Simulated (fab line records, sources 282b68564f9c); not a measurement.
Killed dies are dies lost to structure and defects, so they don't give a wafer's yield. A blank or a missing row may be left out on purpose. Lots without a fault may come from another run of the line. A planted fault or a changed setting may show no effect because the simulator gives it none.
Which tool did it? | flow rit_cmos | 6 lots, 18 wafers sampled, at 2 steps of a route of 202

WHAT THE GAUGES READ, wafer by wafer
RIT_ACTIVE_THK_MEAS_04.
lot  | measured    | on            | ACTIVE_NITRIDE_THK (nm)
L200 | day 1 20:28 | film_metro-03 | 148.5 148.0 147.3
L202 | day 2 05:19 | film_metro-02 | 149.3 149.7 149.6
L207 | day 3 05:32 | film_metro-03 | 253.6 253.9 252.2 253.4 253.9 252.4
L213 | day 4 11:59 | film_metro-02 | 150.1 148.3 149.0
L219 | day 5 17:52 | film_metro-03 | 150.7 149.7 150.5
L221 | day 6 04:23 | film_metro-04 | 149.6 150.8 151.0

WHICH TOOL RAN EACH LOT (tool, then ch and the chambers of the sampled wafers, then the start)
lot  | RIT_ACTIVE_CVD_03
L200 | lpcvd-01 ch 0, day 1 19:02
L202 | lpcvd-02 ch 1, day 2 03:53
L207 | lpcvd-02 ch 0, day 3 04:07
L213 | lpcvd-01 ch 0, day 4 10:34
L219 | lpcvd-01 ch 1, day 5 16:26
L221 | lpcvd-01 ch 1, day 6 02:58
- RIT_ACTIVE_CVD_03: deposits Si3N4 from SiH2Cl2/NH3, target thk 150 nm, time 1500 s.

THE ANSWER, worked out from the rows above alone
Rule: what is usual is taken from the lots themselves. Put in order of their means at a reading, lots are off if they are a third of the lots or fewer, leave a main group of 4 or more, and stand apart from it by a gap of 3 or more times the standard deviation of the main group's means; of several such gaps the widest counts. A main group whose means are all the same, to the digits that the tables above print for the reading, isn't used. A lot without any number at a reading at which 4 lots or more have one is off too. The other lots that the step has rows for count as sound.
Off: L207, at RIT_ACTIVE_THK_MEAS_04 (ACTIVE_NITRIDE_THK). The main group: mean 149.5 nm, standard deviation 0.91.
A tool fits if, at a process step before that reading, it ran every lot that is off, and no sound lot after the first of them. The gauges at RIT_ACTIVE_THK_MEAS_04 are tried like those tools. One fits: lpcvd-02 at RIT_ACTIVE_CVD_03. Its last sound lot is L202 (day 2 03:53), its first lot that is off L207 (day 3 04:07): a fault that began between those two fits.

WHAT THE SIMULATOR HAD PUT IN
Process parameter drift: lpcvd-02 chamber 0, from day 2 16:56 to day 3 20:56, at RIT_ACTIVE_CVD_03. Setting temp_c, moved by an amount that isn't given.
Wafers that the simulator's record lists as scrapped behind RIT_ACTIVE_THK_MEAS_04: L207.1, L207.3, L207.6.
Lots struck among those shown: L207. The rule above found the same.
